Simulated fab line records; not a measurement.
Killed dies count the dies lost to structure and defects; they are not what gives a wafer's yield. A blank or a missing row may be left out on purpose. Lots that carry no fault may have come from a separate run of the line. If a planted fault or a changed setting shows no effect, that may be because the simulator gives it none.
One fault seen from 2 desks | flow rit-cmos | numbers are kept per desk, each desk with only its own; the story behind them comes last

== THE TOOL OWNER'S DESK: plasma-asher-04 ==
The tool's own readings at RIT_PSD_STRIP_09 (strips in O2, time 180 s): means of the sampled wafers that have a number, for each lot that ran on this tool. A lot is out of limits, marked OUT, if its mean lies more than 4 standard deviations from the usual mean; the brackets give that distance.
Columns: A = chamber-pressure-mTorr at RIT_PSD_STRIP_09, usual 4000 mTorr; B = drypump-motor-current-A at RIT_PSD_STRIP_09, usual 6.2 A
lot  | first seen here | A    | B
L885 | day 3 20:07     | 3999 | 6.4
L886 | day 3 20:31     | 4000 | 6.4
L887 | day 4 05:34     | 4001 | 6.4
L897 | day 6 04:52     | 3999 | 6.5
L904 | day 7 11:21     | 3999 | 6.5
L905 | day 7 19:26     | 4000 | 6.5
This desk's finding: nothing out of limits on any of the 6 lots.

== THE METROLOGY DESK ==
Lot by lot, what the gauges showed, no matter which tool ran the lot: averages of those sampled wafers that carry a number. A lot is out of limits, marked OUT, if its mean lies more than 4 standard deviations from the usual mean; the brackets give that distance.
Columns: A = NRETRO_TW at RIT_NRETRO_TW_MEAS_10, usual 1041; B = PRETRO_TW at RIT_PRETRO_TW_MEAS_10, usual 473
lot  | first seen here | A    | B
L885 | day 2 15:10     | 1039 | 472
L886 | day 2 19:56     | 1043 | 479
L887 | day 3 01:04     | 1039 | 477
L888 | day 3 06:49     | 1043 | 466
L889 | day 3 12:33     | 1038 | 468
L896 | day 5 00:26     | 1041 | 475
L897 | day 5 05:38     | 1033 | 471
L899 | day 5 13:40     | 1037 | 473
L901 | day 5 23:22     | 1041 | 473
L902 | day 6 02:17     | 1041 | 472
L903 | day 6 07:48     | 1040 | 473
L904 | day 6 13:08     | 1040 | 472
L905 | day 6 18:29     | 1033 | 475
L906 | day 6 23:52     | 1042 | 477
This desk's finding: nothing out of limits on any of the 14 lots.

== TAKEN TOGETHER ==
The tool owner's desk saw nothing out of limits.
The metrology desk saw nothing out of limits.

== WHAT THE SIMULATOR PUT IN ==
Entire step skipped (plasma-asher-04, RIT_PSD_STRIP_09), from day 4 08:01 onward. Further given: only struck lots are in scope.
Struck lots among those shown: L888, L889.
